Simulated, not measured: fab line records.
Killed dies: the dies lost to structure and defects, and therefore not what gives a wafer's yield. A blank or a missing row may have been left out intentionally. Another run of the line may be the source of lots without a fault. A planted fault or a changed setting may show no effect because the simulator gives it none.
Which tool is to blame? / flow berkeley cmos170 / 36 wafers from 12 lots sampled at 6 of the route's 331 steps

== WHAT THE GAUGES SHOWED, per wafer ==
UCB170_SDANNEAL_RS_MEAS_02: a four-point-probe measurement. Usual: for PSD_RS the level is 75.6 ohm/sq and the standard deviation is 0.31.
lot=L225; measured=day 6 13:50; on=film metro-01; PSD_RS (ohm/sq)=75.7 75.7 76.0; flag=
lot=L226; measured=day 7 02:48; on=film metro-01; PSD_RS (ohm/sq)=75.2 75.5 75.4; flag=
lot=L227; measured=day 7 03:07; on=film metro-02; PSD_RS (ohm/sq)=75.9 75.7 75.7; flag=
lot=L228; measured=day 7 10:05; on=film metro-01; PSD_RS (ohm/sq)=76.0 76.1 76.0; flag=
lot=L229; measured=day 7 09:42; on=film metro-02; PSD_RS (ohm/sq)=75.8 75.7 75.9; flag=
lot=L233; measured=day 8 06:31; on=film metro-02; PSD_RS (ohm/sq)=84.0 83.6 83.9; flag=OFF
lot=L234; measured=day 8 09:14; on=film metro-02; PSD_RS (ohm/sq)=84.2 84.0 84.2; flag=OFF
lot=L237; measured=day 8 21:31; on=film metro-04; PSD_RS (ohm/sq)=82.9 83.4 83.1; flag=OFF
lot=L241; measured=day 10 02:19; on=film metro-02; PSD_RS (ohm/sq)=75.2 75.3 75.6; flag=
lot=L246; measured=day 11 04:10; on=film metro-02; PSD_RS (ohm/sq)=75.3 75.3 75.3; flag=
lot=L247; measured=day 11 03:38; on=film metro-01; PSD_RS (ohm/sq)=75.8 75.9 75.6; flag=
lot=L248; measured=day 11 14:31; on=film metro-02; PSD_RS (ohm/sq)=75.9 75.7 76.0; flag=

UCB170_SDANNEAL_RS_MEAS_03: a four-point-probe measurement. Usual: for NSD_RS the level is 37.17 ohm/sq and the standard deviation is 0.089.
lot=L225; measured=day 6 13:58; on=film metro-01; NSD_RS (ohm/sq)=37.21 37.23 37.20; flag=
lot=L226; measured=day 7 02:55; on=film metro-01; NSD_RS (ohm/sq)=37.28 37.27 37.25; flag=
lot=L227; measured=day 7 03:14; on=film metro-02; NSD_RS (ohm/sq)=37.14 37.14 37.04; flag=
lot=L228; measured=day 7 10:12; on=film metro-01; NSD_RS (ohm/sq)=37.20 37.21 37.18; flag=
lot=L229; measured=day 7 09:49; on=film metro-02; NSD_RS (ohm/sq)=37.28 37.28 37.27; flag=
lot=L233; measured=day 8 06:38; on=film metro-02; NSD_RS (ohm/sq)=38.26 38.08 38.26; flag=OFF
lot=L234; measured=day 8 09:21; on=film metro-02; NSD_RS (ohm/sq)=38.26 38.18 38.28; flag=OFF
lot=L237; measured=day 8 21:38; on=film metro-04; NSD_RS (ohm/sq)=38.27 38.25 38.21; flag=OFF
lot=L241; measured=day 10 02:26; on=film metro-02; NSD_RS (ohm/sq)=37.12 37.21 37.12; flag=
lot=L246; measured=day 11 04:17; on=film metro-02; NSD_RS (ohm/sq)=37.18 37.03 37.24; flag=
lot=L247; measured=day 11 03:46; on=film metro-01; NSD_RS (ohm/sq)=37.10 37.10 37.27; flag=
lot=L248; measured=day 11 14:38; on=film metro-02; NSD_RS (ohm/sq)=37.08 37.14 37.25; flag=

UCB170_SDANNEAL_RS_MEAS_04: a four-point-probe measurement. Usual: for PLDD_RS the level is 1032 ohm/sq and the standard deviation is 3.5.
lot=L225; measured=day 6 14:05; on=film metro-01; PLDD_RS (ohm/sq)=1031 1028 1029; flag=
lot=L226; measured=day 7 03:02; on=film metro-01; PLDD_RS (ohm/sq)=1040 1040 1041; flag=
lot=L227; measured=day 7 03:21; on=film metro-02; PLDD_RS (ohm/sq)=1032 1033 1031; flag=
lot=L228; measured=day 7 10:19; on=film metro-01; PLDD_RS (ohm/sq)=1033 1030 1031; flag=
lot=L229; measured=day 7 09:56; on=film metro-02; PLDD_RS (ohm/sq)=1032 1035 1036; flag=
lot=L233; measured=day 8 06:45; on=film metro-02; PLDD_RS (ohm/sq)=1047 1042 1045; flag=OFF
lot=L234; measured=day 8 09:28; on=film metro-02; PLDD_RS (ohm/sq)=1046 1041 1040; flag=
lot=L237; measured=day 8 21:46; on=film metro-04; PLDD_RS (ohm/sq)=1039 1039 1039; flag=
lot=L241; measured=day 10 02:34; on=film metro-02; PLDD_RS (ohm/sq)=1033 1037 1033; flag=
lot=L246; measured=day 11 04:25; on=film metro-02; PLDD_RS (ohm/sq)=1032 1035 1033; flag=
lot=L247; measured=day 11 03:53; on=film metro-01; PLDD_RS (ohm/sq)=1033 1032 1031; flag=
lot=L248; measured=day 11 14:46; on=film metro-02; PLDD_RS (ohm/sq)=1030 1030 1029; flag=

== EACH LOT AND THE TOOL THAT RAN IT (in order: tool; ch and the chambers of the sampled wafers; start) ==
lot=L225; UCB170_SPACER_CVD_00=pecvd-04 ch 0,1, day 6 04:31; UCB170_SPACER_ETCHBACK_03=rie diel-01 ch 0,2, day 6 07:34; UCB170_SDANNEAL_RTA_01=rtp anneal-02 ch 0, day 6 13:46
lot=L226; UCB170_SPACER_CVD_00=pecvd-01 ch 0,2, day 6 15:20; UCB170_SPACER_ETCHBACK_03=rie diel-03 ch 1,2,3, day 6 20:34; UCB170_SDANNEAL_RTA_01=rtp anneal-01 ch 0, day 7 02:44
lot=L227; UCB170_SPACER_CVD_00=pecvd-04 ch 0,2, day 6 19:05; UCB170_SPACER_ETCHBACK_03=rie diel-01 ch 0,1,2, day 6 22:44; UCB170_SDANNEAL_RTA_01=rtp anneal-02 ch 0, day 7 03:03
lot=L228; UCB170_SPACER_CVD_00=pecvd-01 ch 1,2, day 7 01:30; UCB170_SPACER_ETCHBACK_03=rie diel-01 ch 0,2,3, day 7 04:59; UCB170_SDANNEAL_RTA_01=rtp anneal-01 ch 0, day 7 10:01
lot=L229; UCB170_SPACER_CVD_00=pecvd-01 ch 0,1,2, day 7 02:27; UCB170_SPACER_ETCHBACK_03=rie diel-03 ch 1,2, day 7 04:55; UCB170_SDANNEAL_RTA_01=rtp anneal-02 ch 0, day 7 09:37
lot=L233; UCB170_SPACER_CVD_00=pecvd-02 ch 0,2, day 7 20:05; UCB170_SPACER_ETCHBACK_03=rie diel-03 ch 0,1,3, day 7 23:40; UCB170_SDANNEAL_RTA_01=rtp anneal-02 ch 0, day 8 06:27
lot=L234; UCB170_SPACER_CVD_00=pecvd-02 ch 0,2, day 8 01:16; UCB170_SPACER_ETCHBACK_03=rie diel-01 ch 0,1,3, day 8 04:13; UCB170_SDANNEAL_RTA_01=rtp anneal-02 ch 0, day 8 09:08
lot=L237; UCB170_SPACER_CVD_00=pecvd-04 ch 1,2, day 8 12:38; UCB170_SPACER_ETCHBACK_03=rie diel-03 ch 0,1,2, day 8 14:15; UCB170_SDANNEAL_RTA_01=rtp anneal-02 ch 0, day 8 21:26
lot=L241; UCB170_SPACER_CVD_00=pecvd-01 ch 1,2, day 9 17:04; UCB170_SPACER_ETCHBACK_03=rie diel-04 ch 0,1,2, day 9 20:29; UCB170_SDANNEAL_RTA_01=rtp anneal-01 ch 0, day 10 02:12
lot=L246; UCB170_SPACER_CVD_00=pecvd-04 ch 1,2, day 10 15:56; UCB170_SPACER_ETCHBACK_03=rie diel-04 ch 0,1,3, day 10 20:25; UCB170_SDANNEAL_RTA_01=rtp anneal-01 ch 0, day 11 04:05
lot=L247; UCB170_SPACER_CVD_00=pecvd-02 ch 1,2, day 10 16:06; UCB170_SPACER_ETCHBACK_03=rie diel-01 ch 0,3, day 10 20:25; UCB170_SDANNEAL_RTA_01=rtp anneal-01 ch 0, day 11 03:34
lot=L248; UCB170_SPACER_CVD_00=pecvd-02 ch 1,2, day 11 04:19; UCB170_SPACER_ETCHBACK_03=rie diel-01 ch 0,2,3, day 11 08:03; UCB170_SDANNEAL_RTA_01=rtp anneal-02 ch 0, day 11 14:28
- UCB170_SPACER_CVD_00: deposits SiO2 from TEOS/O2, target thk 376 nm, time 47 s.
- UCB170_SPACER_ETCHBACK_03: etches SiO2 in CHF3/CF4/Ar, stops on Si, target depth 376 nm, time 100 s.
- UCB170_SDANNEAL_RTA_01: time 5.204 s.

== WHAT THE TOOLS THEMSELVES READ (means of the sampled wafers that have a number; where no wafer has one, the mark that the record gives instead) ==
UCB170_SPACER_CVD_00. Usual: 279 W for heater power w, sd 50.
lot=L225; tool=pecvd-04; heater power w (W)=248; flag=
lot=L226; tool=pecvd-01; heater power w (W)=257; flag=
lot=L227; tool=pecvd-04; heater power w (W)=240; flag=
lot=L228; tool=pecvd-01; heater power w (W)=272; flag=
lot=L229; tool=pecvd-01; heater power w (W)=317; flag=
lot=L233; tool=pecvd-02; heater power w (W)=210; flag=
lot=L234; tool=pecvd-02; heater power w (W)=279; flag=
lot=L237; tool=pecvd-04; heater power w (W)=311; flag=
lot=L241; tool=pecvd-01; heater power w (W)=316; flag=
lot=L246; tool=pecvd-04; heater power w (W)=332; flag=
lot=L247; tool=pecvd-02; heater power w (W)=264; flag=
lot=L248; tool=pecvd-02; heater power w (W)=240; flag=

UCB170_SPACER_ETCHBACK_03. Usual: drypump motor current A 5.8 A, standard deviation 0.33; oes product au 0.896 a.u., standard deviation 0.015; throttle valve pct 6.50 %, standard deviation 0.1.
lot=L225; tool=rie diel-01; drypump motor current A (A)=5.6; oes product au (a.u.)=0.896; throttle valve pct (%)=6.49; flag=
lot=L226; tool=rie diel-03; drypump motor current A (A)=5.9; oes product au (a.u.)=0.885; throttle valve pct (%)=6.52; flag=
lot=L227; tool=rie diel-01; drypump motor current A (A)=5.6; oes product au (a.u.)=0.903; throttle valve pct (%)=6.50; flag=
lot=L228; tool=rie diel-01; drypump motor current A (A)=5.7; oes product au (a.u.)=0.902; throttle valve pct (%)=6.52; flag=
lot=L229; tool=rie diel-03; drypump motor current A (A)=6.1; oes product au (a.u.)=0.902; throttle valve pct (%)=6.51; flag=
lot=L233; tool=rie diel-03; drypump motor current A (A)=5.8; oes product au (a.u.)=0.884; throttle valve pct (%)=6.53; flag=
lot=L234; tool=rie diel-01; drypump motor current A (A)=5.8; oes product au (a.u.)=0.905; throttle valve pct (%)=6.54; flag=
lot=L237; tool=rie diel-03; drypump motor current A (A)=5.9; oes product au (a.u.)=0.898; throttle valve pct (%)=6.48; flag=
lot=L241; tool=rie diel-04; drypump motor current A (A)=5.7; oes product au (a.u.)=0.910; throttle valve pct (%)=6.44; flag=
lot=L246; tool=rie diel-04; drypump motor current A (A)=6.1; oes product au (a.u.)=0.904; throttle valve pct (%)=6.45; flag=
lot=L247; tool=rie diel-01; drypump motor current A (A)=5.7; oes product au (a.u.)=0.896; throttle valve pct (%)=6.48; flag=
lot=L248; tool=rie diel-01; drypump motor current A (A)=5.7; oes product au (a.u.)=0.891; throttle valve pct (%)=6.52; flag=

UCB170_SDANNEAL_RTA_01. Usual: chamber o2 ppm 2.003, standard deviation 0.023; lamp power pct 38.4 %, standard deviation 1.3; wafer_temp_C_max 1056.4, standard deviation 1.6.
lot=L225; tool=rtp anneal-02; chamber o2 ppm=2.009; lamp power pct (%)=37.3; wafer_temp_C_max=1055.1; flag=
lot=L226; tool=rtp anneal-01; chamber o2 ppm=2.021; lamp power pct (%)=40.0; wafer_temp_C_max=1057.5; flag=
lot=L227; tool=rtp anneal-02; chamber o2 ppm=1.999; lamp power pct (%)=37.3; wafer_temp_C_max=1055.1; flag=
lot=L228; tool=rtp anneal-01; chamber o2 ppm=2.006; lamp power pct (%)=40.0; wafer_temp_C_max=1058.4; flag=
lot=L229; tool=rtp anneal-02; chamber o2 ppm=1.993; lamp power pct (%)=37.3; wafer_temp_C_max=1055.0; flag=
lot=L233; tool=rtp anneal-02; chamber o2 ppm=2.001; lamp power pct (%)=37.3; wafer_temp_C_max=1055.7; flag=
lot=L234; tool=rtp anneal-02; chamber o2 ppm=1.960; lamp power pct (%)=37.3; wafer_temp_C_max=1055.0; flag=
lot=L237; tool=rtp anneal-02; chamber o2 ppm=2.006; lamp power pct (%)=37.3; wafer_temp_C_max=1056.4; flag=
lot=L241; tool=rtp anneal-01; chamber o2 ppm=2.008; lamp power pct (%)=40.0; wafer_temp_C_max=1058.1; flag=
lot=L246; tool=rtp anneal-01; chamber o2 ppm=2.001; lamp power pct (%)=40.0; wafer_temp_C_max=1056.5; flag=
lot=L247; tool=rtp anneal-01; chamber o2 ppm=1.995; lamp power pct (%)=40.0; wafer_temp_C_max=1055.3; flag=
lot=L248; tool=rtp anneal-02; chamber o2 ppm=2.000; lamp power pct (%)=37.3; wafer_temp_C_max=1056.0; flag=

== THE ANSWER, worked out from the rows above alone ==
Rule: a lot counts as off when the mean over its wafers that have a number is more than 3 standard deviations away from the usual mean. Also off: a lot with no number at a reading for which 4 or more lots have one. Any other lot the step has rows for is counted as sound. The gauges are gone through in route order, then the tools' own readings, and for those a lot's mean is taken as printed above. At the first step where some lot is off, the reading lying furthest off is the one used; lots without a number count as furthest.
Off: at UCB170_SDANNEAL_RS_MEAS_02 (PSD_RS), L233, L234, L237.
A tool fits if, at a process step before that reading, it ran every lot that is off, and no sound lot after the first of them. The gauges at UCB170_SDANNEAL_RS_MEAS_02 are tried like those tools. Not one of the candidates tried fits.

== WHAT THE SIMULATOR PUT IN ==
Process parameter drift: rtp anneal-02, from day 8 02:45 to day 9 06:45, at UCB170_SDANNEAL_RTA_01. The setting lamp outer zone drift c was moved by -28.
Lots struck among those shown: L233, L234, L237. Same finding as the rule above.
